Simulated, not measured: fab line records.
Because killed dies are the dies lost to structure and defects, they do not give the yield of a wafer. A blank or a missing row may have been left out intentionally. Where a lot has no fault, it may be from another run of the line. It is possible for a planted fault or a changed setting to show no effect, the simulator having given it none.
fab line records    flow rit-cmos
record: lots: 6  wafers: 18  last-day: 7
route steps=202 shown NRETRO@60 PRETRO@64 GATE@75 M1@202
lots that met no fault: from a run of the same line without faults
start-h: the number of hours between the record's first day and the start of the first shown wafer of the lot    wait-h: hours from the lot's prior step to this one    " as in the row above    L1.1+2: one row covering several wafers at once    - no value, or no start given    * or withheld: withheld    < > ~ a bound
route shown NAME@n: NAME is a module with steps in the file, n the number in the route of the first one    usual: mean/standard deviation taken from wafers without a fault    same: alike in all rows    chamber/n: place in a boat    sites: per-site readings    _std_site: standard deviation across them    _edge_site: the outer-site mean with the inner-site mean subtracted    radius-mm: how far each site lies from the wafer's centre    mask NAME#n: copy n    behind: the most recent tool/chamber to have shaped the wafer    hold: cause of the lot's hold/its duration in hours/its outcome    device: transistor that didn't switch, given as n, p or np    end of line: the tests these same wafers got at the end of their route    a step given without rows: its recipe and nothing more    killed: dies lost to structure and defects at the first sort, not the wafer's yield    map: per-die view of a wafer (x killed, . not killed, _ where there is no die)
set.NAME: the setting the step ran with; set.NAME@STEP: the setting that earlier step ran with    model.NAME: the simulator's own value behind a step, which no gauge read
a table for each step, a row for each wafer; lots at some steps of the route
services: a tool's chamber out of use, with start hour (start-h, from the record's first day; less than 0 if before it), hours out, and reason
== steps ==
step: RIT_NRETRO_HARDBAKE_07
recipe: resist: NOVOLAK  temp-c: 140  time-s: 120
step: RIT_NRETRO_IMPLANT_08
recipe: species: P  energy-kev: 70  dose-cm2: 1e+13  tilt-deg: 7
step: RIT_NRETRO_STRIP_09
recipe: chemistry: O2  time-s: 180  resist: NOVOLAK  platen-temp-c: withheld  power-w: 500  pressure-mtorr: 4000  o2-flow-sccm: 4000
usual: drypump-motor-current-A: 6.0/0.42
lot.wafer  tool             chamber  start-h  wait-h  drypump-motor-current-A  rf-hours-counter-h
L329.3     plasma-asher-01  0        32.58    0.1     5.1                      -
L329.5     "                0        "        "       5.1                      -
L329.6     "                1        "        "       6.2                      -
L330.2     plasma-asher-01  1        38.73    0.1     6.2                      40
L330.3     "                0        "        "       5.1                      -
L330.5     "                1        "        "       6.2                      -
L342.4     plasma-asher-02  1        95.24    0.1     6.0                      -
L342.5     "                0        "        "       6.3                      -
L342.6     "                1        "        "       6.0                      -
L344.1     plasma-asher-02  0        104.92   0.1     6.3                      47
L344.5     "                1        "        "       6.0                      -
L344.6     "                0        "        "       6.3                      -
L350.1     plasma-asher-02  0        134.49   0.1     6.3                      51
L350.2     "                1        "        "       5.9                      51
L350.5     "                0        "        "       6.3                      -
L351.1     plasma-asher-04  0        140.89   0.1     6.2                      2
L351.2     "                1        "        "       5.5                      2
L351.3     "                0        "        "       6.2                      -
step: RIT_NRETRO_TW_MEAS_10
usual: NRETRO_TW: 1056/11
lot.wafer  tool           chamber  start-h  wait-h  NRETRO_TW
L329.3     film-metro-01  -        32.72    0.1     1034
L329.5     "              -        "        "       1039
L329.6     "              -        "        "       1042
L330.2     film-metro-04  -        38.91    0.1     1065
L330.3     "              -        "        "       1065
L330.5     "              -        "        "       1057
L342.4     film-metro-01  -        95.39    0.1     1058
L342.5     "              -        "        "       1051
L342.6     "              -        "        "       1050
L344.1     film-metro-03  -        105.09   0.1     1066
L344.5     "              -        "        "       1070
L344.6     "              -        "        "       1075
L350.1     film-metro-01  -        134.66   0.1     1037
L350.2     "              -        "        "       1037
L350.5     "              -        "        "       1036
L351.1     film-metro-03  -        141.07   0.1     1067
L351.2     "              -        "        "       1056
L351.3     "              -        "        "       1067
step: RIT_PRETRO_HMDS_00
recipe: prime-time-s: 60  prime-temp-c: 140
step: RIT_PRETRO_COAT_01
recipe: resist: NOVOLAK  spin-rpm: 2000  resist-thk-nm: 1300
step: RIT_PRETRO_SOFTBAKE_02
recipe: resist: NOVOLAK  temp-c: 90  time-s: 60
step: RIT_PRETRO_EXPOSE_03
recipe: mask-id: M5  na: 0.57  target-cd-nm: 43700  dose-mj: 250
step: RIT_PRETRO_PEB_04
recipe: resist: NOVOLAK  temp-c: withheld  time-s: withheld
step: RIT_PRETRO_DEVELOP_05
recipe: resist: NOVOLAK  develop-time-s: 68  dev-temp-c: 23
step: RIT_PRETRO_OVL_MEAS_06
usual: PRETRO_OVL: 0.2/1.1
lot.wafer  tool        chamber  start-h  wait-h  PRETRO_OVL[nm]
L329.3     overlay-01  -        33.65    -       0.6
L329.5     "           -        "        "       0.6
L329.6     "           -        "        "       -0.9
L330.2     overlay-02  -        39.85    -       0.7
L330.3     "           -        "        "       1.6
L330.5     "           -        "        "       1.2
L342.4     overlay-01  -        96.44    -       -0.3
L342.5     "           -        "        "       -0.5
L342.6     "           -        "        "       0.2
L344.1     overlay-02  -        106.16   -       1.9
L344.5     "           -        "        "       0.9
L344.6     "           -        "        "       2.0
L350.1     overlay-01  -        135.73   -       -0.7
L350.2     "           -        "        "       -2.7
L350.5     "           -        "        "       -2.9
L351.1     overlay-01  -        142.13   -       -1.1
L351.2     "           -        "        "       0.5
L351.3     "           -        "        "       0.3
step: RIT_PRETRO_HARDBAKE_07
recipe: resist: NOVOLAK  temp-c: 140  time-s: 120
step: RIT_PRETRO_IMPLANT_08
recipe: species: B  energy-kev: 45  dose-cm2: 1.2e+13  tilt-deg: 7
usual: dose-ions-cm2: 1.2e+13/1.5e+10  end-station-pressure-torr: 4.99e-06/2.7e-07  faraday-current-uA: 38.1/0.77
lot.wafer  tool          chamber  start-h  wait-h  dose-ions-cm2  end-station-pressure-torr  faraday-current-uA
L329.3     implanter-03  0        33.97    0.2     1.2013e+13     5.41e-06                   38.3
L329.5     "             0        "        "       1.2016e+13     5.19e-06                   38.1
L329.6     "             0        "        "       1.2011e+13     5.41e-06                   37.4
L330.2     implanter-01  0        40.15    0.2     1.2006e+13     5.1e-06                    38.5
L330.3     "             0        "        "       1.2004e+13     5.25e-06                   37.5
L330.5     "             0        "        "       1.2013e+13     4.93e-06                   38.3
L342.4     implanter-03  0        96.98    0.2     7.729e+12      5.07e-06                   23.9
L342.5     "             0        "        "       7.745e+12      5.21e-06                   24.0
L342.6     "             0        "        "       7.732e+12      5.3e-06                    25.3
L344.1     implanter-03  0        106.44   0.2     7.743e+12      5.2e-06                    24.6
L344.5     "             0        "        "       7.755e+12      5.03e-06                   25.2
L344.6     "             0        "        "       7.757e+12      5.13e-06                   23.6
L350.1     implanter-02  0        136.01   0.2     1.1994e+13     4.77e-06                   38.1
L350.2     "             0        "        "       1.1994e+13     5.34e-06                   40.0
L350.5     "             0        "        "       1.1978e+13     5.25e-06                   37.3
L351.1     implanter-02  0        142.42   0.2     1.2013e+13     4.28e-06                   38.1
L351.2     "             0        "        "       1.2005e+13     4.61e-06                   37.4
L351.3     "             0        "        "       1.2013e+13     4.92e-06                   37.6
step: RIT_PRETRO_STRIP_09
recipe: chemistry: O2  time-s: 180  resist: NOVOLAK  platen-temp-c: withheld  power-w: 500  pressure-mtorr: 4000  o2-flow-sccm: 4000
usual: drypump-motor-current-A: 5.8/0.47
lot.wafer  tool             chamber  start-h  wait-h  drypump-motor-current-A  rf-hours-counter-h
L329.3     plasma-asher-01  1        34.13    0.1     6.3                      -
L329.5     "                1        "        "       6.3                      -
L329.6     "                0        "        "       5.0                      -
L330.2     plasma-asher-02  0        40.28    0.1     6.3                      40
L330.3     "                1        "        "       5.9                      -
L330.5     "                0        "        "       6.4                      -
L342.4     plasma-asher-02  0        97.12    0.1     6.3                      -
L342.5     "                0        "        "       6.3                      -
L342.6     "                1        "        "       5.9                      -
L344.1     plasma-asher-03  1        106.59   0.1     5.8                      31
L344.5     "                1        "        "       5.8                      -
L344.6     "                0        "        "       6.0                      -
L350.1     plasma-asher-01  0        136.16   0.1     5.0                      51
L350.2     "                1        "        "       6.2                      51
L350.5     "                1        "        "       6.3                      -
L351.1     plasma-asher-01  1        142.57   0.1     6.2                      52
L351.2     "                0        "        "       5.0                      52
L351.3     "                1        "        "       6.2                      -
step: RIT_PRETRO_TW_MEAS_10
usual: PRETRO_TW: 472/3.4
lot.wafer  tool           chamber  start-h  wait-h  PRETRO_TW
L329.3     film-metro-04  -        34.27    0.1     481
L329.5     "              -        "        "       480
L329.6     "              -        "        "       481
L330.2     film-metro-02  -        40.46    0.1     468
L330.3     "              -        "        "       474
L330.5     "              -        "        "       471
L342.4     film-metro-02  -        97.26    0.1     410
L342.5     "              -        "        "       413
L342.6     "              -        "        "       411
L344.1     film-metro-04  -        106.77   0.1     417
L344.5     "              -        "        "       418
L344.6     "              -        "        "       417
L350.1     film-metro-04  -        136.34   0.1     478
L350.2     "              -        "        "       480
L350.5     "              -        "        "       480
L351.1     film-metro-02  -        142.74   0.1     471
L351.2     "              -        "        "       474
L351.3     "              -        "        "       474
step: RIT_GATE_WET_ETCH_00
recipe: chemistry: BOE  target: SiO2  target-depth-nm: 56  time-s: 60  dry: n2-spin  dilution: 10:1  temp-c: 21.5
step: RIT_M1_PROBE_99
usual: killed-at-contacts: 0.1/0.24  killed-at-front-end: 7/3.2  killed-dies: 7/3.2  killed-open: 3.6/2.1  killed-short: 3.5/2
same: gross-dies: 264  killed_at_M0_to_M3: 0  killed_at_M4_up: 0  killed-at-back-side: 0  killed-at-other: 0
lot.wafer  tool       chamber  start-h  wait-h  killed-at-contacts  killed-at-front-end  killed-dies  killed-open  killed-short  model.etest.nmos_0p3.r-on-ohm-um  model.etest.nmos_0p15.r-on-ohm-um  model.etest.nmos-turned.drive-ua-um  model.etest.nmos_0p15.drive-ua-um  model.etest.nmos_0p3.drive-ua-um  model.etest.nmos-narrow.drive-ua-um  model.etest.nmos_0p15.off-log10-a-um  model.etest.retro-edge-nmos.off-log10-a-um
L329.3     prober-02  -        62.06    0.2     0                   2                    2            2            0             2218                              1183                               321.4                                471.3                              223.8                             225.5                                -9.716                                -9.635
L329.5     prober-02  -        62.16    0.2     0                   8                    8            5            3             2170                              1125                               333.2                                474                                225.6                             229.1                                -9.989                                -9.739
L329.6     prober-02  -        62.21    0.2     0                   7                    7            4            3             2165                              1121                               335.3                                472.7                              222.4                             230.5                                -10.04                                -9.889
L330.2     prober-01  -        67.78    0.1     0                   13                   13           6            7             2152                              1125                               320.5                                466.3                              226.4                             225                                  -10.04                                -9.853
L330.3     prober-01  -        67.83    0.2     0                   9                    9            4            5             2211                              1194                               307.8                                457.9                              223.7                             225.3                                -10.12                                -9.968
L330.5     prober-01  -        67.93    0.2     0                   8                    8            6            2             2212                              1190                               314.6                                457.9                              224.4                             224.7                                -10.48                                -10.39
L342.4     prober-01  -        125.23   0.2     0                   11                   11           10           1             1925                              1002                               412                                  558.5                              267.1                             265.1                                -8.302                                -8.202
L342.5     prober-01  -        125.28   0.2     0                   9                    9            4            5             1963                              1029                               421.1                                555                                269.4                             273.2                                -8.107                                -8.037
L342.6     prober-01  -        125.33   0.2     0                   4                    4            1            3             1979                              1022                               405                                  545.6                              263.8                             264.8                                -8.174                                -8.094
L344.1     prober-01  -        133.79   0.1     0                   4                    4            1            3             2074                              1070                               376.1                                511.6                              241.6                             244.6                                -8.899                                -8.759
L344.5     prober-01  -        133.99   0.2     0                   11                   11           8            3             2073                              1094                               384.1                                510.7                              246.1                             244.8                                -8.757                                -8.635
L344.6     prober-01  -        134.04   0.2     0                   12                   12           4            8             2034                              1063                               377.2                                505.1                              246.7                             248.9                                -9.037                                -9.008
L350.1     prober-01  -        163.88   0.1     0                   10                   10           7            3             2129                              1109                               329.8                                472                                229.5                             234                                  -10.02                                -9.821
L350.2     prober-01  -        163.93   0.1     0                   9                    9            4            5             2087                              1108                               337.3                                477.4                              235.5                             239.6                                -10.25                                -10.02
L350.5     prober-01  -        164.08   0.2     0                   6                    6            3            3             2078                              1100                               354.3                                485.2                              238.7                             239.6                                -10.12                                -10.1
L351.1     prober-02  -        170.40   0.1     1                   10                   11           3            8             2175                              1128                               317.7                                460.2                              221.5                             219.8                                -10.37                                -10.21
L351.2     prober-02  -        170.45   0.1     0                   8                    8            2            6             2177                              1120                               318.2                                461.9                              221.9                             218                                  -10.44                                -10.42
L351.3     prober-02  -        170.50   0.2     0                   9                    9            5            4             2205                              1176                               320.2                                464                                220.6                             217.6                                -10.29                                -10.17
killed by level:class
L329.3 FOX1:geometric-particle:open=1 GATE:geometric-particle:open=1
L329.5 GATE:geometric-particle:open=2 GATE:geometric-particle:short=2 REOX:geometric-particle:open=2 REOX:geometric-particle:short=1 SPACER:geometric-particle:open=1
L329.6 FOX1:geometric-particle:open=2 GATE:geometric-particle:short=2 GATE:geometric-particle:open=1 SPACER:geometric-particle:open=1 SILICIDE:geometric-particle:short=1
L330.2 FOX2:geometric-particle:short=2 GATE:geometric-particle:short=2 GATE:geometric-particle:open=2 SPACER:geometric-particle:short=2 SPACER:geometric-particle:open=2 FOX2:geometric-particle:open=1 SILICIDE:geometric-particle:open=1 SILICIDE:geometric-particle:short=1
L330.3 GATE:geometric-particle:short=3 REOX:geometric-particle:open=2 FOX2:geometric-particle:short=1 FOX2:geometric-particle:open=1 GATE:geometric-particle:open=1 SPACER:geometric-particle:short=1
L330.5 GATE:geometric-particle:open=3 SPACER:geometric-particle:open=2 FOX1:geometric-particle:short=1 FOX2:geometric-particle:open=1 GATE:geometric-particle:short=1
L342.4 GATE:geometric-particle:open=4 FOX2:geometric-particle:open=2 SILICIDE:geometric-particle:open=2 FOX1:geometric-particle:open=1 GATE:geometric-particle:short=1 REOX:geometric-particle:open=1
L342.5 GATE:geometric-particle:short=2 FOX1:geometric-particle:open=1 FOX2:geometric-particle:short=1 REOX:geometric-particle:open=1 SPACER:geometric-particle:short=1 SILICIDE:geometric-particle:open=1 SILICIDE:geometric-particle:short=1 STARTING-WAFER:geometric-particle:open=1
L342.6 GATE:geometric-particle:short=3 SPACER:geometric-particle:open=1
L344.1 SPACER:geometric-particle:short=2 FOX2:geometric-particle:short=1 SPACER:geometric-particle:open=1
L344.5 FOX2:geometric-particle:open=4 GATE:geometric-particle:open=3 FOX1:geometric-particle:short=1 FOX2:geometric-particle:short=1 GATE:geometric-particle:short=1 SILICIDE:geometric-particle:open=1
L344.6 GATE:geometric-particle:open=4 SILICIDE:geometric-particle:short=3 FOX2:geometric-particle:short=2 FOX1:geometric-particle:short=1 GATE:geometric-particle:short=1 REOX:geometric-particle:short=1
L350.1 GATE:geometric-particle:open=7 GATE:geometric-particle:short=2 SILICIDE:geometric-particle:short=1
L350.2 FOX1:geometric-particle:short=3 FOX1:geometric-particle:open=1 GATE:geometric-particle:short=1 GATE:geometric-particle:open=1 SPACER:geometric-particle:open=1 SILICIDE:geometric-particle:open=1 SILICIDE:geometric-particle:short=1
L350.5 GATE:geometric-particle:open=2 FOX1:geometric-particle:open=1 GATE:geometric-particle:short=1 REOX:geometric-particle:short=1 SILICIDE:geometric-particle:short=1
L351.1 FOX1:geometric-particle:short=3 GATE:geometric-particle:short=2 FOX1:geometric-particle:open=1 FOX2:geometric-particle:open=1 FOX2:geometric-particle:short=1 SILICIDE:geometric-particle:open=1 SILICIDE:geometric-particle:short=1 CONTACT:geometric-particle:short=1
L351.2 GATE:geometric-particle:short=3 FOX2:geometric-particle:open=1 FOX2:geometric-particle:short=1 GATE:geometric-particle:open=1 REOX:geometric-particle:short=1 SPACER:geometric-particle:short=1
L351.3 GATE:geometric-particle:short=3 FOX2:geometric-particle:open=2 FOX1:geometric-particle:short=1 FOX1:geometric-particle:open=1 GATE:geometric-particle:open=1 SILICIDE:geometric-particle:open=1
== services ==
tool             chamber  start-h  hours  kind
plasma-asher-03  -        27.07    0.7    repair
implanter-02     -        30.73    4.9    pm
plasma-asher-02  -        33.44    0.7    repair
implanter-02     -        49.08    4.7    repair
implanter-03     -        74.79    0.5    repair
implanter-02     -        76.74    31.7   pm
implanter-03     -        99.48    5.8    pm
plasma-asher-04  -        108.75   9.0    pm
plasma-asher-04  0        108.75   9.0    vent-cycle
plasma-asher-04  1        108.75   9.0    vent-cycle
plasma-asher-03  -        109.64   4.5    repair
plasma-asher-04  0        117.75   -      clean
plasma-asher-04  1        117.75   -      clean
implanter-01     -        121.60   10.1   repair
implanter-03     -        122.29   1.3    repair
implanter-03     -        131.01   1.3    repair
plasma-asher-04  -        135.38   1.3    repair
plasma-asher-04  -        138.57   1.2    repair
== key ==
first-sign: step: RIT_PRETRO_IMPLANT_08  reading: dose-ions-cm2  direction: down  sigmas: 99+  usual: 1.2e+13  struck: 7.743e+12
effect: step: RIT_PRETRO_IMPLANT_08  reading: faraday-current-uA  direction: down  sigmas: 18  usual: 38.1  struck: 24.4
effect: step: RIT_PRETRO_TW_MEAS_10  reading: PRETRO_TW  direction: down  sigmas: 17  usual: 472  struck: 414
model-effect: step: RIT_M1_PROBE_99  value: etest.nmos_0p3.r-on-ohm-um  without: 2160  struck: 2008
met-at RIT_PRETRO_IMPLANT_08
struck-wafers L342.4,L342.5,L342.6,L344.1,L344.5,L344.6
tester-left-out L342,L344
onset-between 33.97 96.98
fault: kind: process-parameter-drift  tool: implanter-03  chamber: -  onset-h: 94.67  steps: RIT_PRETRO_IMPLANT_08  channel: dose-cm2  offset: -4.2639e+12  shape: step  end-h: 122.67  acts-in: these-recipes-only  stated: 1.2e+13
tester-left-out: of these lots the tester's yield and bins aren't shown, on N5 and GAA mostly nor the transistor test; their killed dies are dies lost to structure and defects alone, not to doping, threshold or leakage, so they don't give the yield
